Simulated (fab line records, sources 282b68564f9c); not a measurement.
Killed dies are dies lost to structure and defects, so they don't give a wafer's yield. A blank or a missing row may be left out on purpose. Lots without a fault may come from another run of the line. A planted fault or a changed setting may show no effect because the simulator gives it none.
Tool commonality check | flow rit_cmos | 14 lots, 42 wafers sampled

WHY IT WAS OPENED
At RIT_M1_CD_MEAS_09 the reading cd_nm is flagged on 2 of 14 lots. Wafers without a fault read 2599.8 nm, standard deviation 2.1.
Rule: a lot is flagged when every wafer of it that has a number lies more than 4 standard deviations from that mean, or none has a number. The other lots count as sound.

lot  | measured    | on        | cd_nm (nm), wafer by wafer | flag
L792 | day 3 16:46 | cd_sem-01 | 2598.2 2598.5 2597.6       |
L794 | day 4 01:23 | cd_sem-01 | 2600.9 2597.5 2597.9       |
L796 | day 4 14:00 | cd_sem-01 | 2601.1 2600.0 2598.0       |
L797 | day 4 18:40 | cd_sem-01 | 2601.0 2600.2 2599.7       |
L798 | day 4 22:46 | cd_sem-01 | 2597.8 2599.9 2599.3       |
L799 | day 5 06:17 | cd_sem-01 | 2599.6 2602.0 2597.4       |
L803 | day 5 19:14 | cd_sem-01 | 2602.8 2603.5 2602.3       |
L804 | day 6 01:31 | cd_sem-02 | 2598.8 2600.1 2600.1       |
L805 | day 6 04:51 | cd_sem-02 | 2598.7 2599.9 2601.6       |
L806 | day 6 10:17 | cd_sem-01 | 2601.1 2600.6 2600.3       |
L808 | day 6 19:43 | cd_sem-01 | 2582.4 2581.8 2585.7       | FLAGGED
L809 | day 6 20:52 | cd_sem-01 | 2582.4 2584.3 2584.2       | FLAGGED
L810 | day 7 12:31 | cd_sem-01 | 2599.8 2598.9 2599.6       |
L815 | day 8 17:01 | cd_sem-02 | 2600.8 2600.2 2599.6       |
The numbers of the flagged lots are 2583.5 nm on average: -16.3 nm against the usual, or -8 standard deviations.

WHICH TOOL RAN EACH LOT
The record holds 1 process step before the reading, out of a route of 202 steps. In each cell: the tool, then ch and the chambers that the sampled wafers went through, then the start.
lot  | flag    | RIT_M1_COAT_04
L792 |         | litho_track-01 ch 0, day 3 15:55
L794 |         | litho_track-03 ch 0, day 4 00:40
L796 |         | litho_track-03 ch 0, day 4 13:08
L797 |         | litho_track-01 ch 0, day 4 17:48
L798 |         | litho_track-03 ch 0, day 4 21:57
L799 |         | litho_track-01 ch 0, day 5 05:14
L803 |         | litho_track-01 ch 0, day 5 18:31
L804 |         | litho_track-03 ch 0, day 6 00:47
L805 |         | litho_track-04 ch 0, day 6 04:07
L806 |         | litho_track-01 ch 0, day 6 09:25
L808 | FLAGGED | litho_track-01 ch 0, day 6 18:53
L809 | FLAGGED | litho_track-01 ch 0, day 6 20:10
L810 |         | litho_track-04 ch 0, day 7 11:40
L815 |         | litho_track-03 ch 0, day 8 15:50
What these steps do:
- RIT_M1_COAT_04: resist thk 1300 nm.
- RIT_M1_CD_MEAS_09: target cd 2600 nm.

FLAGGED OVER TOTAL, TOOL BY TOOL (the gauges that took the reading come last)
step              | tool           | lots run | flagged | share of the flagged lots | sound lots run after its first flagged lot
RIT_M1_COAT_04    | litho_track-01 | 7        | 2       | all                       | 0
RIT_M1_COAT_04    | litho_track-03 | 5        | 0       | none                      | -
RIT_M1_COAT_04    | litho_track-04 | 2        | 0       | none                      | -
RIT_M1_CD_MEAS_09 | cd_sem-01      | 11       | 2       | all                       | 1 (L810)
RIT_M1_CD_MEAS_09 | cd_sem-02      | 3        | 0       | none                      | -

WHAT THE TABLE ALLOWS
2 rows of the table ran every flagged lot: litho_track-01 at RIT_M1_COAT_04, cd_sem-01 at RIT_M1_CD_MEAS_09.
- litho_track-01 at RIT_M1_COAT_04: 2 of its 7 lots flagged. Its last sound lot is L806 (day 6 09:25), its first flagged lot L808 (day 6 18:53): a fault that began between those two fits.
- cd_sem-01 at RIT_M1_CD_MEAS_09: 2 of its 11 lots flagged. Sound lots ran on it after the first flagged one (L810), which a lasting fault on the whole tool wouldn't allow.
One tool is left: litho_track-01 at RIT_M1_COAT_04.

WHAT THE SIMULATOR HAD PUT IN
Process parameter drift: litho_track-01, from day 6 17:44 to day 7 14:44, at RIT_M1_COAT_04. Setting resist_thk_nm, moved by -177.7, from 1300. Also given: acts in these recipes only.
Lots struck among those shown: L808, L809. The rule above found the same.
